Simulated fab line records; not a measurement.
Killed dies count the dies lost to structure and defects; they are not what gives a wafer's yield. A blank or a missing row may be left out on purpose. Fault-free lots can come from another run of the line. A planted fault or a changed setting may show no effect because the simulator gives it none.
fab line records + flow rit-cmos
[record]
- lots = 14
- wafers = 42
- last-day = 7
route steps=202 shown NRETRO@55 PRETRO@73 SDANNEAL@156 PLDD@159 M1@202
lots that met no fault: taken from a fault-free run of the same line
start-h: start of the lot's first displayed wafer, in hours after the record's first day + wait-h: how many hours have passed since the lot's step before this one + " identical to the entry in the row above + L1.1+2: a row that stands for several wafers + - no value, or no start given + * or withheld: withheld + < > ~ a bound
route shown NAME@n: a module of which the file shows steps, and the number in the route of the first + usual: mean/standard deviation taken from wafers without a fault + same: alike in all rows + chamber/n: place in a boat + sites: per-site readings + _std_site: standard deviation across them + _edge_site: inner sites' mean taken away from outer sites' mean + radius-mm: for every site, how far away it sits from the centre of the wafer + mask NAME#n: copy n + behind: the tool/chamber that last shaped the wafer + hold: cause of the lot's hold/its duration in hours/its outcome + device: transistor that didn't switch, given as n, p or np + end of line: tests run on the same wafers once the route is complete + step lacking rows: just its recipe + killed: count of dies lost to structure and defects at first sort (not the wafer's yield) + map: the dies of a wafer, with x for killed, . for not killed, _ for no die there
set.NAME: the setting as run; set.NAME@STEP: as run at that earlier step + model.NAME: the simulator's own value behind a step, which no gauge read
a sample of lots followed through the steps of the route, with each step as a table and each wafer as a row
services: when a tool's chamber went out of use (start-h, in hours from the record's first day, below 0 if earlier), for how many hours, and the reason
[[steps]]
[step RIT_NRETRO_SOFTBAKE_02]
[recipe]
- resist = NOVOLAK
- temp-c = 90
- time-s = 60
[usual]
- heater-power-total-W = 34.56/0.048
- plate-temp-C = 90.01/0.13
- run-length-s = 89.34/0.23
| lot.wafer | tool           | chamber | start-h | wait-h | heater-power-total-W | plate-temp-C | run-length-s |
|-----------|----------------|---------|---------|--------|----------------------|--------------|--------------|
| L682.3    | litho-track-01 | 0       | 30.24   | 0.1    | 34.59                | 90.21        | 88.92        |
| L682.4    | "              | 0       | "       | "      | 34.57                | 90.26        | 89.18        |
| L682.5    | "              | 0       | "       | "      | 34.48                | 90.03        | 89.02        |
| L683.2    | litho-track-04 | 0       | 35.30   | 0.1    | 34.63                | 90.28        | 89.68        |
| L683.4    | "              | 0       | "       | "      | 34.50                | 90.21        | 89.51        |
| L683.6    | "              | 0       | "       | "      | 34.50                | 90.23        | 89.58        |
| L684.1    | litho-track-04 | 0       | 44.22   | 0.1    | 34.53                | 89.94        | 89.33        |
| L684.2    | "              | 0       | "       | "      | 34.61                | 90.01        | 89.60        |
| L684.4    | "              | 0       | "       | "      | 34.59                | 89.93        | 89.29        |
| L685.3    | litho-track-02 | 0       | 44.33   | 0.1    | 34.59                | 89.97        | 89.41        |
| L685.4    | "              | 0       | "       | "      | 34.58                | 90.06        | 89.47        |
| L685.5    | "              | 0       | "       | "      | 34.56                | 90.12        | 89.78        |
| L686.1    | litho-track-01 | 0       | 51.61   | 0.1    | 34.54                | 89.89        | 88.90        |
| L686.3    | "              | 0       | "       | "      | 34.58                | 89.73        | 89.25        |
| L686.6    | "              | 0       | "       | "      | 34.56                | 89.78        | 89.24        |
| L687.4    | litho-track-01 | 0       | 54.95   | 0.1    | 34.63                | 89.87        | 89.04        |
| L687.5    | "              | 0       | "       | "      | 34.53                | 89.88        | 88.99        |
| L687.6    | "              | 0       | "       | "      | 34.53                | 90.05        | 88.95        |
| L688.1    | litho-track-01 | 0       | 59.47   | 0.1    | 34.60                | 90.19        | 89.10        |
| L688.4    | "              | 0       | "       | "      | 34.52                | 90.13        | 89.20        |
| L688.5    | "              | 0       | "       | "      | 34.57                | 90.11        | 88.95        |
| L691.2    | litho-track-04 | 0       | 73.63   | 0.1    | 34.53                | 90.14        | 89.36        |
| L691.5    | "              | 0       | "       | "      | 34.59                | 89.89        | 89.36        |
| L691.6    | "              | 0       | "       | "      | 34.47                | 89.90        | 89.65        |
| L696.2    | litho-track-04 | 0       | 99.39   | 0.1    | 35.09                | -            | 86.42        |
| L696.4    | "              | 0       | "       | "      | 34.98                | -            | 86.62        |
| L696.5    | "              | 0       | "       | "      | 35.10                | -            | 86.34        |
| L697.2    | litho-track-04 | 0       | 104.03  | 0.1    | 34.99                | -            | 86.32        |
| L697.5    | "              | 0       | "       | "      | 35.12                | -            | 86.31        |
| L697.6    | "              | 0       | "       | "      | 35.14                | -            | 86.31        |
| L699.1    | litho-track-02 | 0       | 113.28  | 0.1    | 34.60                | 90.12        | 89.62        |
| L699.3    | "              | 0       | "       | "      | 34.61                | 89.94        | 89.56        |
| L699.6    | "              | 0       | "       | "      | 34.61                | 89.97        | 89.45        |
| L701.2    | litho-track-01 | 0       | 123.15  | 0.1    | 34.61                | 90.11        | 89.12        |
| L701.3    | "              | 0       | "       | "      | 34.55                | 90.15        | 88.99        |
| L701.4    | "              | 0       | "       | "      | 34.55                | 90.08        | 88.98        |
| L702.1    | litho-track-02 | 0       | 128.76  | 0.1    | 34.56                | 89.99        | 89.52        |
| L702.2    | "              | 0       | "       | "      | 34.47                | 89.92        | 89.53        |
| L702.5    | "              | 0       | "       | "      | 34.56                | 89.83        | 89.48        |
| L704.2    | litho-track-02 | 0       | 139.18  | 0.1    | 34.56                | 90.01        | 89.49        |
| L704.3    | "              | 0       | "       | "      | 34.63                | 89.79        | 89.84        |
| L704.6    | "              | 0       | "       | "      | 34.54                | 89.87        | 89.45        |
[step RIT_PRETRO_STRIP_09]
[recipe]
- chemistry = O2
- time-s = 180
- resist = NOVOLAK
- platen-temp-c = withheld
- power-w = 500
- pressure-mtorr = 4000
- o2-flow-sccm = 4000
[usual]
- drypump-motor-current-A = 5.4/0.42
| lot.wafer | tool            | chamber | start-h | wait-h | drypump-motor-current-A | rf-hours-counter-h |
|-----------|-----------------|---------|---------|--------|-------------------------|--------------------|
| L682.3    | plasma-asher-04 | 0       | 32.82   | 0.1    | 4.9                     | -                  |
| L682.4    | "               | 1       | "       | "      | 5.5                     | -                  |
| L682.5    | "               | 1       | "       | "      | 5.6                     | -                  |
| L683.2    | plasma-asher-04 | 0       | 37.97   | 0.1    | 4.9                     | 25                 |
| L683.4    | "               | 0       | "       | "      | 4.9                     | -                  |
| L683.6    | "               | 1       | "       | "      | 5.5                     | -                  |
| L684.1    | plasma-asher-04 | 1       | 47.07   | 0.1    | 5.6                     | 26                 |
| L684.2    | "               | 0       | "       | "      | 4.9                     | 26                 |
| L684.4    | "               | 0       | "       | "      | 4.9                     | -                  |
| L685.3    | plasma-asher-02 | 0       | 47.52   | 0.1    | 5.3                     | -                  |
| L685.4    | "               | 1       | "       | "      | 5.7                     | -                  |
| L685.5    | "               | 0       | "       | "      | 5.3                     | -                  |
| L686.1    | plasma-asher-01 | 1       | 54.42   | 0.1    | 6.2                     | 40                 |
| L686.3    | "               | 1       | "       | "      | 6.2                     | -                  |
| L686.6    | "               | 0       | "       | "      | 5.4                     | -                  |
| L687.4    | plasma-asher-01 | 1       | 57.62   | 0.1    | 6.2                     | -                  |
| L687.5    | "               | 0       | "       | "      | 5.4                     | -                  |
| L687.6    | "               | 1       | "       | "      | 6.2                     | -                  |
| L688.1    | plasma-asher-02 | 1       | 62.29   | 0.1    | 5.7                     | 40                 |
| L688.4    | "               | 0       | "       | "      | 5.3                     | -                  |
| L688.5    | "               | 1       | "       | "      | 5.7                     | -                  |
| L691.2    | plasma-asher-01 | 1       | 76.40   | 0.1    | 6.2                     | 42                 |
| L691.5    | "               | 0       | "       | "      | 5.4                     | -                  |
| L691.6    | "               | 1       | "       | "      | 6.2                     | -                  |
| L696.2    | plasma-asher-04 | 0       | 102.20  | 0.1    | 4.9                     | 31                 |
| L696.4    | "               | 0       | "       | "      | 4.9                     | -                  |
| L696.5    | "               | 0       | "       | "      | 4.9                     | -                  |
| L697.2    | plasma-asher-04 | 0       | 107.18  | 0.1    | 4.9                     | 32                 |
| L697.5    | "               | 1       | "       | "      | 5.5                     | -                  |
| L697.6    | "               | 0       | "       | "      | 4.9                     | -                  |
| L699.1    | plasma-asher-04 | 0       | 115.97  | 0.1    | 4.9                     | 33                 |
| L699.3    | "               | 1       | "       | "      | 5.6                     | -                  |
| L699.6    | "               | 1       | "       | "      | 5.6                     | -                  |
| L701.2    | plasma-asher-01 | 0       | 126.02  | 0.1    | 5.4                     | 48                 |
| L701.3    | "               | 1       | "       | "      | 6.2                     | -                  |
| L701.4    | "               | 0       | "       | "      | 5.4                     | -                  |
| L702.1    | plasma-asher-04 | 0       | 131.57  | 0.1    | 4.9                     | 35                 |
| L702.2    | "               | 1       | "       | "      | 5.6                     | 35                 |
| L702.5    | "               | 0       | "       | "      | 4.9                     | -                  |
| L704.2    | plasma-asher-04 | 0       | 142.28  | 0.1    | 4.9                     | 36                 |
| L704.3    | "               | 1       | "       | "      | 5.5                     | -                  |
| L704.6    | "               | 0       | "       | "      | 4.9                     | -                  |
[step RIT_SDANNEAL_RTA_03]
[recipe]
- temp-c = 1050
- time-s = 5
- idle-temp-c = 600
- ramp-up-c-per-s = 342
- ramp-down-c-per-s = 171
- cool-to-c = 600
- ambient = N2
[usual]
- chamber-o2-ppm = 1.996/0.022
- ramp-down-c-per-s = 171.00/0.034
- wafer_temp_C_max = 1053.5/1.1
| lot.wafer | tool          | chamber | start-h | wait-h | chamber-o2-ppm | ramp-down-c-per-s | wafer_temp_C_max |
|-----------|---------------|---------|---------|--------|----------------|-------------------|------------------|
| L682.3    | rtp-anneal-02 | 0       | 55.11   | 0.0    | 2.011          | 171.03            | 1054.7           |
| L682.4    | "             | 0       | "       | "      | 1.987          | 170.94            | 1053.3           |
| L682.5    | "             | 0       | "       | "      | 2.016          | 171.04            | 1054.1           |
| L683.2    | rtp-anneal-01 | 0       | 56.98   | 0.0    | 1.994          | 171.03            | 1053.9           |
| L683.4    | "             | 0       | "       | "      | 2.020          | 170.96            | 1052.5           |
| L683.6    | "             | 0       | "       | "      | 1.997          | 171.00            | 1053.6           |
| L684.1    | rtp-anneal-02 | 0       | 65.37   | 0.0    | 1.954          | 171.00            | 1051.6           |
| L684.2    | "             | 0       | "       | "      | 1.995          | 171.03            | 1055.2           |
| L684.4    | "             | 0       | "       | "      | 1.929          | 171.02            | 1051.9           |
| L685.3    | rtp-anneal-01 | 0       | 67.02   | 0.0    | 1.976          | 170.95            | 1052.7           |
| L685.4    | "             | 0       | "       | "      | 1.975          | 171.07            | 1052.8           |
| L685.5    | "             | 0       | "       | "      | 1.982          | 171.01            | 1054.9           |
| L686.1    | rtp-anneal-02 | 0       | 73.65   | 0.0    | 2.024          | 171.00            | 1052.8           |
| L686.3    | "             | 0       | "       | "      | 2.021          | 170.98            | 1054.3           |
| L686.6    | "             | 0       | "       | "      | 1.970          | 171.01            | 1055.1           |
| L687.4    | rtp-anneal-01 | 0       | 75.67   | 0.0    | 1.945          | 171.00            | 1052.6           |
| L687.5    | "             | 0       | "       | "      | 2.011          | 170.97            | 1053.7           |
| L687.6    | "             | 0       | "       | "      | 1.990          | 171.03            | 1055.5           |
| L688.1    | rtp-anneal-02 | 0       | 80.22   | 0.0    | 1.994          | 170.99            | 1054.3           |
| L688.4    | "             | 0       | "       | "      | 2.006          | 170.99            | 1051.3           |
| L688.5    | "             | 0       | "       | "      | 1.969          | 170.93            | 1054.4           |
| L691.2    | rtp-anneal-01 | 0       | 94.62   | 0.0    | 1.980          | 170.94            | 1053.0           |
| L691.5    | "             | 0       | "       | "      | 1.983          | 170.98            | 1052.2           |
| L691.6    | "             | 0       | "       | "      | 2.010          | 171.07            | 1055.6           |
| L696.2    | rtp-anneal-02 | 0       | 119.88  | 0.0    | 1.971          | 171.04            | 1054.9           |
| L696.4    | "             | 0       | "       | "      | 2.003          | 170.97            | 1053.8           |
| L696.5    | "             | 0       | "       | "      | 1.977          | 170.92            | 1053.9           |
| L697.2    | rtp-anneal-01 | 0       | 125.43  | 0.0    | 1.983          | 170.95            | 1052.6           |
| L697.5    | "             | 0       | "       | "      | 1.991          | 171.02            | 1054.9           |
| L697.6    | "             | 0       | "       | "      | 1.982          | 171.00            | 1054.4           |
| L699.1    | rtp-anneal-01 | 0       | 134.43  | 0.0    | 1.998          | 171.01            | 1052.9           |
| L699.3    | "             | 0       | "       | "      | 1.993          | 171.01            | 1054.2           |
| L699.6    | "             | 0       | "       | "      | 2.000          | 171.01            | 1053.3           |
| L701.2    | rtp-anneal-01 | 0       | 145.06  | 0.0    | 2.019          | 170.97            | 1053.8           |
| L701.3    | "             | 0       | "       | "      | 1.993          | 171.01            | 1054.5           |
| L701.4    | "             | 0       | "       | "      | 2.007          | 171.00            | 1054.1           |
| L702.1    | rtp-anneal-02 | 0       | 150.24  | 0.0    | 2.021          | 170.98            | 1054.0           |
| L702.2    | "             | 0       | "       | "      | 2.022          | 170.95            | 1052.4           |
| L702.5    | "             | 0       | "       | "      | 2.022          | 171.00            | 1052.9           |
| L704.2    | rtp-anneal-02 | 0       | 160.34  | 0.0    | 2.034          | 170.98            | 1054.2           |
| L704.3    | "             | 0       | "       | "      | 1.987          | 171.03            | 1052.8           |
| L704.6    | "             | 0       | "       | "      | 2.002          | 171.09            | 1053.4           |
[step RIT_SDANNEAL_RS_MEAS_06]
[recipe]
- thk-meas-gauge = four-point-probe
[usual]
- PLDD_RS = 178.4/0.45
| lot.wafer | tool          | chamber | start-h | wait-h | PLDD_RS[ohm/sq] |
|-----------|---------------|---------|---------|--------|-----------------|
| L682.3    | film-metro-02 | -       | 55.43   | 0.1    | 178.2           |
| L682.4    | "             | -       | "       | "      | 178.2           |
| L682.5    | "             | -       | "       | "      | 178.1           |
| L683.2    | film-metro-02 | -       | 57.29   | 0.1    | 178.1           |
| L683.4    | "             | -       | "       | "      | 178.5           |
| L683.6    | "             | -       | "       | "      | 177.9           |
| L684.1    | film-metro-02 | -       | 65.67   | 0.1    | 178.9           |
| L684.2    | "             | -       | "       | "      | 179.0           |
| L684.4    | "             | -       | "       | "      | 178.8           |
| L685.3    | film-metro-04 | -       | 67.34   | 0.1    | 179.1           |
| L685.4    | "             | -       | "       | "      | 178.8           |
| L685.5    | "             | -       | "       | "      | 178.7           |
| L686.1    | film-metro-04 | -       | 73.95   | 0.1    | 178.8           |
| L686.3    | "             | -       | "       | "      | 178.9           |
| L686.6    | "             | -       | "       | "      | 179.1           |
| L687.4    | film-metro-04 | -       | 76.00   | 0.1    | 178.4           |
| L687.5    | "             | -       | "       | "      | 178.6           |
| L687.6    | "             | -       | "       | "      | 178.6           |
| L688.1    | film-metro-02 | -       | 80.52   | 0.1    | 178.1           |
| L688.4    | "             | -       | "       | "      | 178.1           |
| L688.5    | "             | -       | "       | "      | 178.1           |
| L691.2    | film-metro-03 | -       | 94.92   | 0.1    | 178.7           |
| L691.5    | "             | -       | "       | "      | 178.1           |
| L691.6    | "             | -       | "       | "      | 178.1           |
| L696.2    | film-metro-02 | -       | 120.19  | 0.1    | 178.3           |
| L696.4    | "             | -       | "       | "      | 178.6           |
| L696.5    | "             | -       | "       | "      | 177.8           |
| L697.2    | film-metro-03 | -       | 125.79  | 0.1    | 177.9           |
| L697.5    | "             | -       | "       | "      | 178.0           |
| L697.6    | "             | -       | "       | "      | 178.5           |
| L699.1    | film-metro-03 | -       | 134.73  | 0.1    | 177.6           |
| L699.3    | "             | -       | "       | "      | 178.5           |
| L699.6    | "             | -       | "       | "      | 178.0           |
| L701.2    | film-metro-03 | -       | 145.37  | 0.1    | 178.7           |
| L701.3    | "             | -       | "       | "      | 179.0           |
| L701.4    | "             | -       | "       | "      | 178.5           |
| L702.1    | film-metro-02 | -       | 150.54  | 0.1    | 178.5           |
| L702.2    | "             | -       | "       | "      | 178.9           |
| L702.5    | "             | -       | "       | "      | 178.9           |
| L704.2    | film-metro-02 | -       | 160.65  | 0.1    | 178.3           |
| L704.3    | "             | -       | "       | "      | 178.6           |
| L704.6    | "             | -       | "       | "      | 178.3           |
[step RIT_M1_PROBE_99]
[usual]
- killed-at-contacts = 0.1/0.24
- killed-at-front-end = 7.1/2.8
- killed-dies = 7.2/2.8
- killed-on-rim = 1.8/1.4
- killed-open = 3.6/2.1
- killed-short = 3.6/1.9
[same]
- gross-dies = 264
- killed_at_M0_to_M3 = 0
- killed_at_M4_up = 0
- killed-at-back-side = 0
- killed-at-other = 0
| lot.wafer | tool      | chamber | start-h | wait-h | killed-at-contacts | killed-at-front-end | killed-dies | killed-on-rim | killed-open | killed-short |
|-----------|-----------|---------|---------|--------|--------------------|---------------------|-------------|---------------|-------------|--------------|
| L682.3    | prober-01 | -       | 62.80   | 0.2    | 0                  | 6                   | 6           | 1             | 3           | 3            |
| L682.4    | prober-01 | -       | 62.85   | 0.2    | 0                  | 11                  | 11          | 5             | 3           | 8            |
| L682.5    | prober-01 | -       | 62.90   | 0.2    | 0                  | 6                   | 6           | 1             | 4           | 2            |
| L683.2    | prober-02 | -       | 65.49   | 0.1    | 0                  | 7                   | 7           | 2             | 4           | 3            |
| L683.4    | prober-02 | -       | 65.59   | 0.2    | 0                  | 10                  | 10          | 2             | 5           | 5            |
| L683.6    | prober-02 | -       | 65.69   | 0.2    | 0                  | 9                   | 9           | 3             | 2           | 7            |
| L684.1    | prober-01 | -       | 72.85   | 0.1    | 0                  | 12                  | 12          | 1             | 5           | 7            |
| L684.2    | prober-01 | -       | 72.90   | 0.1    | 0                  | 10                  | 10          | 2             | 6           | 4            |
| L684.4    | prober-01 | -       | 73.00   | 0.2    | 0                  | 7                   | 7           | 2             | 2           | 5            |
| L685.3    | prober-02 | -       | 74.70   | 0.2    | 0                  | 5                   | 5           | 0             | 2           | 3            |
| L685.4    | prober-02 | -       | 74.75   | 0.2    | 1                  | 6                   | 7           | 1             | 3           | 4            |
| L685.5    | prober-02 | -       | 74.80   | 0.2    | 0                  | 8                   | 8           | 2             | 6           | 2            |
| L686.1    | prober-01 | -       | 81.22   | 0.1    | 0                  | 9                   | 9           | 1             | 4           | 5            |
| L686.3    | prober-01 | -       | 81.32   | 0.2    | 0                  | 6                   | 6           | 2             | 2           | 4            |
| L686.6    | prober-01 | -       | 81.47   | 0.2    | 0                  | 5                   | 5           | 0             | 5           | 0            |
| L687.4    | prober-02 | -       | 83.31   | 0.2    | 0                  | 11                  | 11          | 3             | 9           | 2            |
| L687.5    | prober-02 | -       | 83.36   | 0.2    | 1                  | 2                   | 3           | 0             | 2           | 1            |
| L687.6    | prober-02 | -       | 83.41   | 0.2    | 0                  | 3                   | 3           | 0             | 3           | 0            |
| L688.1    | prober-01 | -       | 87.56   | 0.1    | 0                  | 4                   | 4           | 1             | 2           | 2            |
| L688.4    | prober-01 | -       | 87.71   | 0.2    | 0                  | 6                   | 6           | 0             | 3           | 3            |
| L688.5    | prober-01 | -       | 87.76   | 0.2    | 0                  | 4                   | 4           | 0             | 2           | 2            |
| L691.2    | prober-02 | -       | 102.15  | 0.1    | 0                  | 3                   | 3           | 1             | 1           | 2            |
| L691.5    | prober-02 | -       | 102.30  | 0.2    | 0                  | 5                   | 5           | 2             | 0           | 5            |
| L691.6    | prober-02 | -       | 102.35  | 0.2    | 0                  | 7                   | 7           | 1             | 4           | 3            |
| L696.2    | prober-02 | -       | 127.86  | 0.1    | 0                  | 14                  | 14          | 5             | 7           | 7            |
| L696.4    | prober-02 | -       | 127.96  | 0.2    | 0                  | 9                   | 9           | 2             | 3           | 6            |
| L696.5    | prober-02 | -       | 128.01  | 0.2    | 0                  | 12                  | 12          | 2             | 7           | 5            |
| L697.2    | prober-01 | -       | 133.14  | 0.1    | 0                  | 8                   | 8           | 3             | 1           | 7            |
| L697.5    | prober-01 | -       | 133.29  | 0.2    | 0                  | 6                   | 6           | 2             | 4           | 2            |
| L697.6    | prober-01 | -       | 133.34  | 0.2    | 0                  | 5                   | 5           | 2             | 3           | 2            |
| L699.1    | prober-01 | -       | 142.20  | 0.1    | 0                  | 7                   | 7           | 2             | 4           | 3            |
| L699.3    | prober-01 | -       | 142.30  | 0.2    | 0                  | 10                  | 10          | 1             | 6           | 4            |
| L699.6    | prober-01 | -       | 142.45  | 0.2    | 0                  | 10                  | 10          | 2             | 4           | 6            |
| L701.2    | prober-01 | -       | 153.07  | 0.1    | 0                  | 5                   | 5           | 2             | 3           | 2            |
| L701.3    | prober-01 | -       | 153.12  | 0.2    | 0                  | 9                   | 9           | 5             | 4           | 5            |
| L701.4    | prober-01 | -       | 153.17  | 0.2    | 0                  | 7                   | 7           | 3             | 2           | 5            |
| L702.1    | prober-02 | -       | 157.55  | 0.1    | 0                  | 9                   | 9           | 3             | 2           | 7            |
| L702.2    | prober-02 | -       | 157.60  | 0.1    | 0                  | 7                   | 7           | 0             | 2           | 5            |
| L702.5    | prober-02 | -       | 157.75  | 0.2    | 0                  | 5                   | 5           | 2             | 1           | 4            |
| L704.2    | prober-02 | -       | 167.96  | 0.1    | 0                  | 10                  | 10          | 2             | 7           | 3            |
| L704.3    | prober-02 | -       | 168.01  | 0.2    | 0                  | 3                   | 3           | 1             | 1           | 2            |
| L704.6    | prober-02 | -       | 168.16  | 0.2    | 0                  | 7                   | 7           | 2             | 5           | 2            |
// killed by level:class
L682.3 SILICIDE:geometric-particle:open=2 FOX2:geometric-particle:short=1 GATE:geometric-particle:open=1 GATE:geometric-particle:short=1 REOX:geometric-particle:short=1
L682.4 GATE:geometric-particle:short=7 FOX1:geometric-particle:short=1 FOX1:geometric-particle:open=1 REOX:geometric-particle:open=1 SPACER:geometric-particle:open=1
L682.5 GATE:geometric-particle:open=3 SPACER:geometric-particle:short=2 FOX2:geometric-particle:open=1
L683.2 GATE:geometric-particle:open=2 REOX:geometric-particle:short=2 FOX1:geometric-particle:open=1 GATE:geometric-particle:short=1 REOX:geometric-particle:open=1
L683.4 GATE:geometric-particle:short=2 GATE:geometric-particle:open=2 FOX2:geometric-particle:short=1 FOX2:geometric-particle:open=1 REOX:geometric-particle:open=1 REOX:geometric-particle:short=1 SILICIDE:geometric-particle:open=1 SILICIDE:geometric-particle:short=1
L683.6 FOX1:geometric-particle:short=3 GATE:geometric-particle:open=2 GATE:geometric-particle:short=2 REOX:geometric-particle:short=2
L684.1 FOX1:geometric-particle:open=2 REOX:geometric-particle:short=2 SPACER:geometric-particle:short=2 SPACER:geometric-particle:open=2 FOX1:geometric-particle:short=1 FOX2:geometric-particle:short=1 GATE:geometric-particle:short=1 REOX:geometric-particle:open=1
L684.2 GATE:geometric-particle:open=3 REOX:geometric-particle:open=2 REOX:geometric-particle:short=2 FOX1:geometric-particle:short=1 SPACER:geometric-particle:open=1 SPACER:geometric-particle:short=1
L684.4 GATE:geometric-particle:short=3 FOX1:geometric-particle:short=1 REOX:geometric-particle:short=1 SPACER:geometric-particle:open=1 SILICIDE:geometric-particle:open=1
L685.3 FOX1:geometric-particle:short=2 SILICIDE:geometric-particle:open=2 SILICIDE:geometric-particle:short=1
L685.4 SPACER:geometric-particle:open=2 FOX1:geometric-particle:short=1 FOX1:geometric-particle:open=1 REOX:geometric-particle:short=1 SILICIDE:geometric-particle:short=1 CONTACT:geometric-particle:short=1
L685.5 SILICIDE:geometric-particle:open=3 GATE:geometric-particle:open=2 GATE:geometric-particle:short=1 REOX:geometric-particle:short=1 SPACER:geometric-particle:open=1
L686.1 SPACER:geometric-particle:short=2 SILICIDE:geometric-particle:open=2 FOX1:geometric-particle:open=1 FOX2:geometric-particle:short=1 GATE:geometric-particle:short=1 REOX:geometric-particle:open=1 SILICIDE:geometric-particle:short=1
L686.3 FOX2:geometric-particle:short=1 GATE:geometric-particle:short=1 SPACER:geometric-particle:open=1 SPACER:geometric-particle:short=1 SILICIDE:geometric-particle:short=1 SILICIDE:geometric-particle:open=1
L686.6 SPACER:geometric-particle:open=4 FOX1:geometric-particle:open=1
L687.4 GATE:geometric-particle:open=5 REOX:geometric-particle:open=2 FOX1:geometric-particle:open=1 GATE:geometric-particle:short=1 REOX:geometric-particle:short=1 SPACER:geometric-particle:open=1
L687.5 FOX2:geometric-particle:short=1 GATE:geometric-particle:open=1 CONTACT:geometric-particle:open=1
L687.6 REOX:geometric-particle:open=2 SILICIDE:geometric-particle:open=1
L688.1 FOX1:geometric-particle:open=1 GATE:geometric-particle:short=1 REOX:geometric-particle:open=1 REOX:geometric-particle:short=1
L688.4 FOX2:geometric-particle:short=2 GATE:geometric-particle:open=2 GATE:geometric-particle:short=1 SPACER:geometric-particle:open=1
L688.5 FOX2:geometric-particle:open=1 GATE:geometric-particle:short=1 REOX:geometric-particle:short=1 SILICIDE:geometric-particle:open=1
L691.2 FOX1:geometric-particle:open=1 FOX1:geometric-particle:short=1 GATE:geometric-particle:short=1
L691.5 GATE:geometric-particle:short=2 FOX1:geometric-particle:short=1 SPACER:geometric-particle:short=1 SILICIDE:geometric-particle:short=1
L691.6 GATE:geometric-particle:short=2 SILICIDE:geometric-particle:open=2 GATE:geometric-particle:open=1 SPACER:geometric-particle:open=1 SPACER:geometric-particle:short=1
L696.2 FOX1:geometric-particle:open=3 FOX1:geometric-particle:short=3 REOX:geometric-particle:short=3 SILICIDE:geometric-particle:open=2 FOX2:geometric-particle:open=1 REOX:geometric-particle:open=1 SILICIDE:geometric-particle:short=1
L696.4 FOX1:geometric-particle:short=2 GATE:geometric-particle:short=2 FOX2:geometric-particle:open=1 REOX:geometric-particle:open=1 REOX:geometric-particle:short=1 SPACER:geometric-particle:short=1 SILICIDE:geometric-particle:open=1
L696.5 GATE:geometric-particle:open=4 GATE:geometric-particle:short=4 FOX1:geometric-particle:open=2 REOX:geometric-particle:short=1 SILICIDE:geometric-particle:open=1
L697.2 GATE:geometric-particle:short=3 SPACER:geometric-particle:short=3 GATE:geometric-particle:open=1 REOX:geometric-particle:short=1
L697.5 FOX1:geometric-particle:open=1 FOX1:geometric-particle:short=1 FOX2:geometric-particle:short=1 GATE:geometric-particle:open=1 REOX:geometric-particle:open=1 SPACER:geometric-particle:open=1
L697.6 SPACER:geometric-particle:open=2 GATE:geometric-particle:open=1 GATE:geometric-particle:short=1 REOX:geometric-particle:short=1
L699.1 FOX2:geometric-particle:short=2 SPACER:geometric-particle:open=2 FOX2:geometric-particle:open=1 GATE:geometric-particle:open=1 REOX:geometric-particle:short=1
L699.3 FOX1:geometric-particle:open=2 FOX2:geometric-particle:open=2 GATE:geometric-particle:open=2 GATE:geometric-particle:short=2 FOX1:geometric-particle:short=1 FOX2:geometric-particle:short=1
L699.6 FOX1:geometric-particle:open=2 SPACER:geometric-particle:short=2 ACTIVE:geometric-particle:short=1 FOX1:geometric-particle:short=1 GATE:geometric-particle:short=1 REOX:geometric-particle:open=1 SILICIDE:geometric-particle:short=1 SILICIDE:geometric-particle:open=1
L701.2 REOX:geometric-particle:open=3 FOX1:geometric-particle:short=2
L701.3 FOX1:geometric-particle:open=2 FOX2:geometric-particle:short=2 SILICIDE:geometric-particle:short=2 GATE:geometric-particle:open=1 REOX:geometric-particle:open=1 SPACER:geometric-particle:short=1
L701.4 FOX1:geometric-particle:short=2 GATE:geometric-particle:short=2 FOX1:geometric-particle:open=1 SPACER:geometric-particle:short=1 SPACER:geometric-particle:open=1
L702.1 FOX2:geometric-particle:short=3 GATE:geometric-particle:short=3 FOX1:geometric-particle:open=1 FOX2:geometric-particle:open=1 SPACER:geometric-particle:short=1
L702.2 GATE:geometric-particle:short=4 FOX2:geometric-particle:short=1 GATE:geometric-particle:open=1 SPACER:geometric-particle:open=1
L702.5 FOX2:geometric-particle:short=2 FOX1:geometric-particle:open=1 FOX1:geometric-particle:short=1 SPACER:geometric-particle:short=1
L704.2 GATE:geometric-particle:open=4 GATE:geometric-particle:short=2 FOX1:geometric-particle:open=1 REOX:geometric-particle:short=1 SPACER:geometric-particle:open=1 SILICIDE:geometric-particle:open=1
L704.3 FOX1:geometric-particle:short=1 FOX1:geometric-particle:open=1 REOX:geometric-particle:short=1
L704.6 GATE:geometric-particle:open=2 FOX1:geometric-particle:open=1 FOX2:geometric-particle:open=1 GATE:geometric-particle:short=1 REOX:geometric-particle:short=1 SILICIDE:geometric-particle:open=1
[[services]]
| tool            | chamber | start-h | hours | kind       |
|-----------------|---------|---------|-------|------------|
| plasma-asher-01 | -       | 26.35   | 2.8   | pm         |
| plasma-asher-04 | -       | 38.69   | 1.9   | repair     |
| plasma-asher-04 | -       | 55.52   | 12.9  | repair     |
| plasma-asher-01 | -       | 61.46   | 1.8   | repair     |
| plasma-asher-02 | -       | 108.75  | 9.0   | pm         |
| plasma-asher-02 | 0       | 108.75  | 9.0   | vent-cycle |
| plasma-asher-02 | 1       | 108.75  | 9.0   | vent-cycle |
| plasma-asher-02 | 0       | 117.75  | -     | clean      |
| plasma-asher-02 | 1       | 117.75  | -     | clean      |
| plasma-asher-01 | -       | 128.92  | 8.7   | repair     |
[[key]]
[first-sign]
- step = RIT_NRETRO_SOFTBAKE_02
- reading = run-length-s
- direction = down
- sigmas = 13
- usual = *
- struck = *
[effect]
- step = RIT_NRETRO_SOFTBAKE_02
- reading = heater-power-total-W
- direction = up
- sigmas = 11
- usual = 34.56
- struck = 35.07
met-at RIT_NRETRO_SOFTBAKE_02
struck-lots L696,L697
tester-left-out L696,L697
not-acting-at RIT_PRETRO_STRIP_09,RIT_SDANNEAL_RTA_03,RIT_SDANNEAL_RS_MEAS_06
onset-between 73.63 99.39
[fault]
- kind = process-parameter-drift
- tool = litho-track-04
- chamber = -
- onset-h = 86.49
- steps = RIT_NRETRO_SOFTBAKE_02
- channel = time-s
- offset = *
- shape = step
- end-h = 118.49
- acts-in = *
- stated = *
// tester-left-out: of these lots the tester's yield and bins aren't shown, on N5 and GAA mostly nor the transistor test; their killed dies are dies lost to structure and defects alone, not to doping, threshold or leakage, so they don't give the yield
